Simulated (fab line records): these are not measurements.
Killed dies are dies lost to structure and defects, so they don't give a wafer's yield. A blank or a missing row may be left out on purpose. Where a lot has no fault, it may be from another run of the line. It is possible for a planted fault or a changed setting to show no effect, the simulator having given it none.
fab line records -- flow ritCmos
record lots=6, wafers=18, lastDay=7
route steps=202 shown GATE@77 FOX2@80 M1@202
lots that met no fault: taken from a fault-free run of the same line
startH: the number of hours between the record's first day and the start of the first shown wafer of the lot -- waitH: time in hours since the lot's previous step -- " unchanged from the row above -- L1.1+2: a single row standing in for several wafers -- - no value, or no start was given -- * or withheld: withheld -- < > ~ a bound
route shown NAME@n: names a module that has steps shown in the file, with the first one's number in the route -- usual: the fault-free wafers' mean and standard deviation -- same: alike in all rows -- chamber/n: place in a boat -- sites: the reading at each site -- _std_site: standard deviation of those values -- _edge_site: mean of outer sites minus mean of inner sites -- radiusMm: how far each site lies from the wafer's centre -- mask NAME#n: copy n -- behind: the last tool/chamber to shape the wafer -- hold: reason for holding the lot/hours on hold/outcome of the hold -- device: names the non-switching transistor (n, p or np) -- end of line: tests run on the same wafers once the route is complete -- a step without rows: its recipe alone -- killed: count of dies lost to structure and defects at first sort (not the wafer's yield) -- map: per-die view of a wafer (x killed, . not killed, _ where there is no die)
set.NAME: the run value of the setting; set.NAME@STEP: its run value at that earlier step -- model.NAME: the simulator's own value behind a step, which no gauge read
lots seen at some steps along the route; tables by step, rows by wafer
services: a tool's chamber out of use, with start hour (startH, from the record's first day; less than 0 if before it), hours out, and reason
## steps
# step RIT_GATE_CLEAN_02
# recipe chemistry=dHF, dilution=50:1, timeS=30
# step RIT_GATE_CLEAN_03
# recipe chemistry=SC2, mix=3:3:50, timeS=600, tempC=75, dry=n2Spin
# step RIT_GATE_CLEAN_04
# recipe chemistry=dHF, dilution=50:1, timeS=60, dry=n2Spin
# step RIT_FOX2_THK_MEAS_91
# recipe reads=SiO2_of_FOX2_OXIDATION_00
# usual FIELD_OXIDE_LEFT_2_THK=255/6.5
lot.wafer,tool,chamber,startH,waitH,FIELD_OXIDE_LEFT_2_THK[nm]
L832.2,filmMetro-04,-,42.53,0.0,264
L832.3,filmMetro-04,-,42.53,0.0,262
L832.5,filmMetro-04,-,42.53,0.0,261
L836.1,filmMetro-04,-,63.59,0.0,251
L836.3,filmMetro-04,-,63.59,0.0,250
L836.5,filmMetro-04,-,63.59,0.0,248
L840.3,filmMetro-03,-,79.61,0.0,257
L840.5,filmMetro-03,-,79.61,0.0,250
L840.6,filmMetro-03,-,79.61,0.0,255
L842.3,filmMetro-04,-,88.60,0.0,250
L842.4,filmMetro-04,-,88.60,0.0,250
L842.5,filmMetro-04,-,88.60,0.0,247
L844.1,filmMetro-04,-,99.49,0.0,249
L844.5,filmMetro-04,-,99.49,0.0,249
L844.6,filmMetro-04,-,99.49,0.0,255
L854.2,filmMetro-04,-,149.55,0.0,254
L854.4,filmMetro-04,-,149.55,0.0,251
L854.5,filmMetro-04,-,149.55,0.0,253
# step RIT_GATE_OXIDATION_05
# recipe tempC=900, ambient=O2, targetThkA=30, oxTimeS=270
# step RIT_GATE_ANNEAL_06
# recipe tempC=900, timeS=600, ambient=N2O
# step RIT_GATE_THK_MEAS_07
# recipe reads=SiO2_of_GATE_OXIDATION_05
# usual GATE_OXIDE_THK=3.01/0.066
lot.wafer,tool,chamber,startH,waitH,GATE_OXIDE_THK[nm]
L832.2,filmMetro-04,-,43.92,0.0,3.04
L832.3,filmMetro-04,-,43.92,0.0,3.04
L832.5,filmMetro-04,-,43.92,0.0,3.07
L836.1,filmMetro-01,-,65.44,0.0,2.93
L836.3,filmMetro-01,-,65.44,0.0,2.92
L836.5,filmMetro-01,-,65.44,0.0,3.01
L840.3,filmMetro-04,-,83.32,0.0,2.93
L840.5,filmMetro-04,-,83.32,0.0,2.95
L840.6,filmMetro-04,-,83.32,0.0,2.99
L842.3,filmMetro-04,-,93.11,0.0,2.97
L842.4,filmMetro-04,-,93.11,0.0,2.98
L842.5,filmMetro-04,-,93.11,0.0,2.97
L844.1,filmMetro-01,-,101.16,0.0,2.90
L844.5,filmMetro-01,-,101.16,0.0,2.88
L844.6,filmMetro-01,-,101.16,0.0,2.98
L854.2,filmMetro-03,-,151.34,0.0,3.09
L854.4,filmMetro-03,-,151.34,0.0,3.11
L854.5,filmMetro-03,-,151.34,0.0,3.09
# step RIT_GATE_CVD_08
# recipe material=poly-Si, targetThkNm=250, tempC=610, precursor=SiH4, timeS=2220, pressureMtorr=300, sih4FlowSccm=100
# step RIT_GATE_THK_MEAS_09
# recipe reads=poly-Si_of_GATE_CVD_08
# usual GATE_POLY_THK=249.9/2.1
lot.wafer,tool,chamber,startH,waitH,GATE_POLY_THK[nm]
L832.2,filmMetro-04,-,47.16,0.0,251.6
L832.3,filmMetro-04,-,47.16,0.0,249.6
L832.5,filmMetro-04,-,47.16,0.0,250.5
L836.1,filmMetro-04,-,67.12,0.0,250.2
L836.3,filmMetro-04,-,67.12,0.0,251.2
L836.5,filmMetro-04,-,67.12,0.0,252.4
L840.3,filmMetro-04,-,85.80,0.0,247.8
L840.5,filmMetro-04,-,85.80,0.0,248.3
L840.6,filmMetro-04,-,85.80,0.0,247.0
L842.3,filmMetro-03,-,95.60,0.0,247.6
L842.4,filmMetro-03,-,95.60,0.0,248.0
L842.5,filmMetro-03,-,95.60,0.0,248.6
L844.1,filmMetro-04,-,103.65,0.0,248.8
L844.5,filmMetro-04,-,103.65,0.0,248.5
L844.6,filmMetro-04,-,103.65,0.0,249.3
L854.2,filmMetro-04,-,155.04,0.0,251.2
L854.4,filmMetro-04,-,155.04,0.0,250.0
L854.5,filmMetro-04,-,155.04,0.0,252.3
# step RIT_GATE_HMDS_10
# recipe primeTimeS=60, primeTempC=140
# step RIT_GATE_COAT_11
# recipe resist=NOVOLAK, spinRpm=4250, resistThkNm=850
# step RIT_GATE_SOFTBAKE_12
# recipe resist=NOVOLAK, tempC=90, timeS=60
# step RIT_GATE_EXPOSE_13
# recipe maskId=M6, na=0.6, sourceShape=conventional, sigmaOuter=0.6, targetCdNm=150, doseMj=380
# usual exposureDoseMJCm2=379.9/0.36, reticleTempC=23.00/0.098
lot.wafer,tool,chamber,startH,waitH,mask,exposureDoseMJCm2,reticleTempC
L832.2,ilineStepper-01,0,47.68,0.1,M6#0,379.9,22.99
L832.3,ilineStepper-01,0,47.68,0.1,M6#0,379.5,22.96
L832.5,ilineStepper-01,0,47.68,0.1,M6#0,380.3,22.77
L836.1,ilineStepper-01,0,67.63,0.1,M6#0,380.0,23.04
L836.3,ilineStepper-01,0,67.63,0.1,M6#0,379.5,23.05
L836.5,ilineStepper-01,0,67.63,0.1,M6#0,380.7,22.92
L840.3,ilineStepper-02,0,86.46,0.2,M6#0,379.6,23.06
L840.5,ilineStepper-02,0,86.46,0.2,M6#0,379.3,23.06
L840.6,ilineStepper-02,0,86.46,0.2,M6#0,379.2,22.97
L842.3,ilineStepper-01,0,96.25,0.2,M6#0,364.3,22.98
L842.4,ilineStepper-01,0,96.25,0.2,M6#0,364.4,22.92
L842.5,ilineStepper-01,0,96.25,0.2,M6#0,364.7,22.91
L844.1,ilineStepper-01,0,104.52,0.3,M6#0,350.4,22.88
L844.5,ilineStepper-01,0,104.52,0.3,M6#0,350.7,23.01
L844.6,ilineStepper-01,0,104.52,0.3,M6#0,351.1,23.00
L854.2,ilineStepper-02,0,155.56,0.1,M6#0,379.8,22.94
L854.4,ilineStepper-02,0,155.56,0.1,M6#0,379.9,22.97
L854.5,ilineStepper-02,0,155.56,0.1,M6#0,379.9,22.95
# step RIT_GATE_PEB_14
# recipe resist=NOVOLAK, tempC=withheld, timeS=withheld
# step RIT_GATE_DEVELOP_15
# recipe resist=NOVOLAK, developTimeS=50, devTempC=23
# step RIT_GATE_CD_MEAS_16
# recipe targetCdNm=150
# usual cdNm=150.7/2.1
lot.wafer,tool,chamber,startH,waitH,cdNm
L832.2,cdSem-01,-,48.08,-,152.2
L832.3,cdSem-01,-,48.08,-,153.1
L832.5,cdSem-01,-,48.08,-,152.2
L836.1,cdSem-02,-,68.03,-,149.9
L836.3,cdSem-02,-,68.03,-,149.1
L836.5,cdSem-02,-,68.03,-,150.1
L840.3,cdSem-01,-,86.86,-,149.5
L840.5,cdSem-01,-,86.86,-,149.2
L840.6,cdSem-01,-,86.86,-,148.4
L842.3,cdSem-02,-,96.65,-,74.3
L842.4,cdSem-02,-,96.65,-,11.1
L842.5,cdSem-02,-,96.65,-,37.3
L844.1,cdSem-02,-,104.92,-,150.3
L844.5,cdSem-02,-,104.92,-,35.3
L844.6,cdSem-02,-,104.92,-,56.0
L854.2,cdSem-01,-,155.96,-,154.2
L854.4,cdSem-01,-,155.96,-,153.6
L854.5,cdSem-01,-,155.96,-,153.7
# step RIT_GATE_OVL_MEAS_17
# usual GATE_OVL=0.6/1.6
lot.wafer,tool,chamber,startH,waitH,GATE_OVL[nm]
L832.2,overlay-02,-,48.18,0.1,1.3
L832.3,overlay-02,-,48.18,0.1,2.5
L832.5,overlay-02,-,48.18,0.1,0.9
L836.1,overlay-01,-,68.15,0.1,0.7
L836.3,overlay-01,-,68.15,0.1,0.1
L836.5,overlay-01,-,68.15,0.1,0.1
L840.3,overlay-02,-,86.95,0.1,0.4
L840.5,overlay-02,-,86.95,0.1,0.2
L840.6,overlay-02,-,86.95,0.1,1.4
L842.3,overlay-01,-,96.74,0.1,0.9
L842.4,overlay-01,-,96.74,0.1,0.8
L842.5,overlay-01,-,96.74,0.1,0.3
L844.1,overlay-02,-,105.04,0.1,1.2
L844.5,overlay-02,-,105.04,0.1,0.4
L844.6,overlay-02,-,105.04,0.1,2.4
L854.2,overlay-02,-,156.07,0.1,-0.4
L854.4,overlay-02,-,156.07,0.1,-1.1
L854.5,overlay-02,-,156.07,0.1,0.8
# step RIT_GATE_HARDBAKE_18
# recipe resist=NOVOLAK, tempC=140, timeS=60
# step RIT_GATE_ETCH_19
# recipe chemistry=SF6/CHF3/O2, timeS=165, SF6_flow_sccm=30, CHF3_flow_sccm=30, O2_flow_sccm=5, target=poly-Si, pressureMtorr=40, rfW=160, targetDepthA=3125, overEtchFrac=0.25, stopOn=SiO2
# usual SF6_flow_sccm=30.01/0.094, chamberPressureMTorr=40.00/0.034, drypumpMotorCurrentA=5.6/0.63, oesProductAu=0.845/0.014, throttleValvePct=10.27/0.13
lot.wafer,tool,chamber,startH,waitH,SF6_flow_sccm,chamberPressureMTorr,drypumpMotorCurrentA,oesProductAu,rfHoursCounterH,throttleValvePct,model.GATE.cdNm
L832.2,rieSi-02,3,48.45,0.1,29.95,39.99,6.0,0.833,29,10.32,152
L832.3,rieSi-02,1,48.45,0.1,29.79,40.02,5.8,0.837,120,10.32,152.9
L832.5,rieSi-02,3,48.45,0.1,29.92,39.93,6.0,0.824,-,10.33,152.1
L836.1,rieSi-02,1,68.34,0.1,30.07,40.05,5.8,0.827,121,10.33,149.8
L836.3,rieSi-02,3,68.34,0.1,29.86,40.00,6.0,0.839,30,10.33,149.2
L836.5,rieSi-02,1,68.34,0.1,29.92,40.02,5.8,0.831,-,10.32,149.9
L840.3,rieSi-02,1,87.21,0.1,30.17,39.94,5.8,0.824,121,10.33,149.6
L840.5,rieSi-02,0,87.21,0.1,30.08,39.99,4.8,0.864,-,10.47,149.2
L840.6,rieSi-02,3,87.21,0.1,29.98,40.05,6.0,0.820,-,10.34,148.5
L842.3,rieSi-02,3,96.92,0.1,30.02,39.96,6.0,0.823,30,10.33,74.19
L842.4,rieSi-02,0,96.92,0.1,30.11,39.96,4.8,0.862,112,10.48,11.04
L842.5,rieSi-02,0,96.92,0.1,30.06,40.06,4.8,0.856,-,10.47,37.2
L844.1,rieSi-02,3,105.23,0.1,29.85,40.01,6.0,0.828,30,10.34,149.8
L844.5,rieSi-02,0,105.23,0.1,30.03,39.98,4.8,0.859,-,10.49,35.07
L844.6,rieSi-02,1,105.23,0.1,30.10,39.97,5.8,0.826,-,10.31,55.77
L854.2,rieSi-02,2,156.25,0.1,30.10,39.98,5.7,0.857,2,10.20,154.2
L854.4,rieSi-02,1,156.25,0.1,30.14,40.08,5.8,0.836,121,10.32,153.8
L854.5,rieSi-02,0,156.25,0.1,30.08,40.00,4.8,0.868,-,10.47,153.5
# step RIT_GATE_STRIP_20
# recipe chemistry=O2, timeS=180, resist=NOVOLAK, platenTempC=withheld, powerW=500, pressureMtorr=4000, o2FlowSccm=4000
# usual chamberPressureMTorr=4001/3.6, drypumpMotorCurrentA=5.5/0.49
lot.wafer,tool,chamber,startH,waitH,chamberPressureMTorr,drypumpMotorCurrentA,rfHoursCounterH
L832.2,plasmaAsher-04,1,48.56,0.1,3999,5.7,41
L832.3,plasmaAsher-04,1,48.56,0.1,4001,5.7,-
L832.5,plasmaAsher-04,0,48.56,0.1,3995,6.3,-
L836.1,plasmaAsher-03,1,68.45,0.1,3998,5.4,42
L836.3,plasmaAsher-03,1,68.45,0.1,3999,5.4,-
L836.5,plasmaAsher-03,1,68.45,0.1,3995,5.4,-
L840.3,plasmaAsher-02,0,87.37,0.1,3991,5.3,-
L840.5,plasmaAsher-02,0,87.37,0.1,4000,5.3,-
L840.6,plasmaAsher-02,1,87.37,0.1,3999,6.1,-
L842.3,plasmaAsher-03,0,97.08,0.1,4003,4.8,-
L842.4,plasmaAsher-03,1,97.08,0.1,4000,5.4,-
L842.5,plasmaAsher-03,1,97.08,0.1,3998,5.4,-
L844.1,plasmaAsher-04,0,105.34,0.1,4002,6.3,47
L844.5,plasmaAsher-04,1,105.34,0.1,4002,5.7,-
L844.6,plasmaAsher-04,0,105.34,0.1,4000,6.3,-
L854.2,plasmaAsher-03,1,156.36,0.1,3995,5.3,51
L854.4,plasmaAsher-03,1,156.36,0.1,4001,5.4,-
L854.5,plasmaAsher-03,1,156.36,0.1,3995,5.4,-
# step RIT_M1_PROBE_99
# usual killedAtContacts=0.1/0.31, killedAtFrontEnd=6.3/2.7, killedDies=6.4/2.7, killedOnRim=1.7/1.4, killedOpen=3.3/2, killedShort=3/1.8
# same grossDies=264, killed_at_M0_to_M3=0, killed_at_M4_up=0, killedAtBackSide=0, killedAtOther=0
lot.wafer,tool,chamber,startH,waitH,killedAtContacts,killedAtFrontEnd,killedDies,killedOnRim,killedOpen,killedShort
L836.1,prober-02,-,89.43,0.1,0,14,14,4,10,4
L836.3,prober-02,-,89.53,0.2,0,11,11,2,8,3
L836.5,prober-02,-,89.63,0.2,0,13,13,3,8,5
L840.3,prober-02,-,107.47,0.2,0,4,4,2,2,2
L840.5,prober-02,-,107.57,0.2,1,3,4,2,3,1
L840.6,prober-02,-,107.62,0.2,0,6,6,1,4,2
L842.3,prober-02,-,117.50,0.2,0,264,264,70,3,3
L842.4,prober-02,-,117.55,0.2,0,264,264,70,4,5
L842.5,prober-02,-,117.60,0.2,0,264,264,70,4,1
L844.1,prober-01,-,126.46,0.1,0,12,12,3,8,4
L844.5,prober-01,-,126.66,0.2,0,264,264,70,2,5
L844.6,prober-01,-,126.71,0.2,0,264,264,70,3,2
L854.2,prober-01,-,179.81,0.1,0,5,5,0,3,2
L854.4,prober-01,-,179.91,0.2,0,5,5,0,2,3
L854.5,prober-01,-,179.96,0.2,0,7,7,2,6,1
# killed by level:class
L836.1 GATE:geometricParticle:open=5 FOX1:geometricParticle:open=2 GATE:geometricParticle:short=2 REOX:geometricParticle:open=1 SPACER:geometricParticle:open=1 SPACER:geometricParticle:short=1 SILICIDE:geometricParticle:open=1 SILICIDE:geometricParticle:short=1
L836.3 GATE:geometricParticle:open=5 FOX1:geometricParticle:open=2 GATE:geometricParticle:short=2 SILICIDE:geometricParticle:open=1 SILICIDE:geometricParticle:short=1
L836.5 SPACER:geometricParticle:open=4 GATE:geometricParticle:short=2 GATE:geometricParticle:open=2 FOX1:geometricParticle:open=1 FOX2:geometricParticle:short=1 REOX:geometricParticle:short=1 SPACER:geometricParticle:short=1 SILICIDE:geometricParticle:open=1
L840.3 GATE:geometricParticle:open=2 GATE:geometricParticle:short=1 SILICIDE:geometricParticle:short=1
L840.5 FOX2:geometricParticle:open=1 GATE:geometricParticle:open=1 SPACER:geometricParticle:open=1 CONTACT:geometricParticle:short=1
L840.6 GATE:geometricParticle:open=3 GATE:geometricParticle:short=1 REOX:geometricParticle:open=1 SILICIDE:geometricParticle:short=1
L842.3 GATE:areaExpose=258 GATE:geometricParticle:short=2 FOX1:geometricParticle:open=1 FOX2:geometricParticle:short=1 GATE:geometricParticle:open=1 SPACER:geometricParticle:open=1
L842.4 GATE:areaExpose=255 GATE:geometricParticle:open=2 GATE:geometricParticle:short=2 FOX1:geometricParticle:open=1 FOX1:geometricParticle:short=1 FOX2:geometricParticle:short=1 REOX:geometricParticle:short=1 REOX:geometricParticle:open=1
L842.5 GATE:areaExpose=259 GATE:geometricParticle:open=3 GATE:geometricParticle:short=1 SPACER:geometricParticle:open=1
L844.1 SPACER:geometricParticle:open=5 GATE:geometricParticle:short=3 GATE:geometricParticle:open=3 SPACER:geometricParticle:short=1
L844.5 GATE:areaExpose=257 GATE:geometricParticle:short=2 SPACER:geometricParticle:short=2 GATE:geometricParticle:open=1 REOX:geometricParticle:short=1 REOX:geometricParticle:open=1
L844.6 GATE:areaExpose=259 GATE:geometricParticle:open=2 FOX2:geometricParticle:open=1 FOX2:geometricParticle:short=1 GATE:geometricParticle:short=1
L854.2 REOX:geometricParticle:open=2 REOX:geometricParticle:short=2 GATE:geometricParticle:open=1
L854.4 GATE:geometricParticle:short=3 SPACER:geometricParticle:open=1 SILICIDE:geometricParticle:open=1
L854.5 GATE:geometricParticle:open=4 SPACER:geometricParticle:open=2 FOX1:geometricParticle:short=1
# map L842.3 (x killed, . not)
________xxxxxxx_______
_____xxxxxxxxxxxxx____
____xxxxxxxxxxxxxxx___
___xxxxxxxxxxxxxxxxx__
__xxxxxxxxxxxxxxxxxxx_
__xxxxxxxxxxxxxxxxxxx_
_xxxxxxxxxxxxxxxxxxxxx
_xxxxxxxxxxxxxxxxxxxxx
_xxxxxxxxxxxxxxxxxxxxx
_xxxxxxxxxxxxxxxxxxxxx
__xxxxxxxxxxxxxxxxxxx_
__xxxxxxxxxxxxxxxxxxx_
___xxxxxxxxxxxxxxxxx__
____xxxxxxxxxxxxxxx___
_____xxxxxxxxxxxxx____
________xxxxxxx_______
# map L844.5 (x killed, . not)
________xxxxxxx_______
_____xxxxxxxxxxxxx____
____xxxxxxxxxxxxxxx___
___xxxxxxxxxxxxxxxxx__
__xxxxxxxxxxxxxxxxxxx_
__xxxxxxxxxxxxxxxxxxx_
_xxxxxxxxxxxxxxxxxxxxx
_xxxxxxxxxxxxxxxxxxxxx
_xxxxxxxxxxxxxxxxxxxxx
_xxxxxxxxxxxxxxxxxxxxx
__xxxxxxxxxxxxxxxxxxx_
__xxxxxxxxxxxxxxxxxxx_
___xxxxxxxxxxxxxxxxx__
____xxxxxxxxxxxxxxx___
_____xxxxxxxxxxxxx____
________xxxxxxx_______
## services
tool,chamber,startH,hours,kind
rieSi-02,2,64.25,13.1,repair
plasmaAsher-04,-,68.49,0.4,repair
ilineStepper-01,-,81.64,1.3,repair
ilineStepper-02,-,103.32,1.7,pm
rieSi-02,3,108.70,10.5,repair
plasmaAsher-02,-,108.75,9.0,pm
plasmaAsher-02,0,108.75,9.0,ventCycle
plasmaAsher-02,1,108.75,9.0,ventCycle
plasmaAsher-02,0,117.75,-,clean
plasmaAsher-02,1,117.75,-,clean
plasmaAsher-04,-,144.55,14.6,pm
plasmaAsher-03,-,153.05,2.8,pm
## key
firstSign step=RIT_GATE_EXPOSE_13, reading=exposureDoseMJCm2, direction=down, sigmas=61, usual=379.9, struck=357.6
effect step=RIT_GATE_CD_MEAS_16, reading=cdNm, direction=down, sigmas=42, usual=150.7, struck=60.7, wafersMoved=5, through=controlLoop
effect step=RIT_M1_PROBE_99, reading=killedDies, direction=up, sigmas=80, usual=6.4, struck=222, wafersMoved=5
modelEffect step=RIT_GATE_ETCH_19, value=GATE.cdNm, without=150.1, struck=60.52
moreKillsBornAt RIT_GATE_EXPOSE_13@ilineStepper-01=1289
metAt RIT_GATE_EXPOSE_13
struckWafers L842.3,L842.4,L842.5,L844.1,L844.5,L844.6
laterRowsLeftOut L842.3,L842.4,L842.5,L844.5,L844.6
testerLeftOut L842,L844
loopTrim step=RIT_GATE_EXPOSE_13, setting=dose, lots=L842,L844
onsetBetween 67.63 96.25
fault kind=processParameterDrift, tool=ilineStepper-01, chamber=-, onsetH=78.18, steps=RIT_GATE_EXPOSE_13, channel=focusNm, offset=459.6, spreadByWafer=0.3, shape=step, endH=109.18
# testerLeftOut: of these lots the tester's yield and bins aren't shown, on N5 and GAA mostly nor the transistor test; their killed dies are dies lost to structure and defects alone, not to doping, threshold or leakage, so they don't give the yield
# laterRowsLeftOut: the simulator's readings of these wafers behind a module that went badly wrong aren't trusted and aren't shown, but for the sort
# loopTrim: a control loop set the setting to another value than it would have without faults
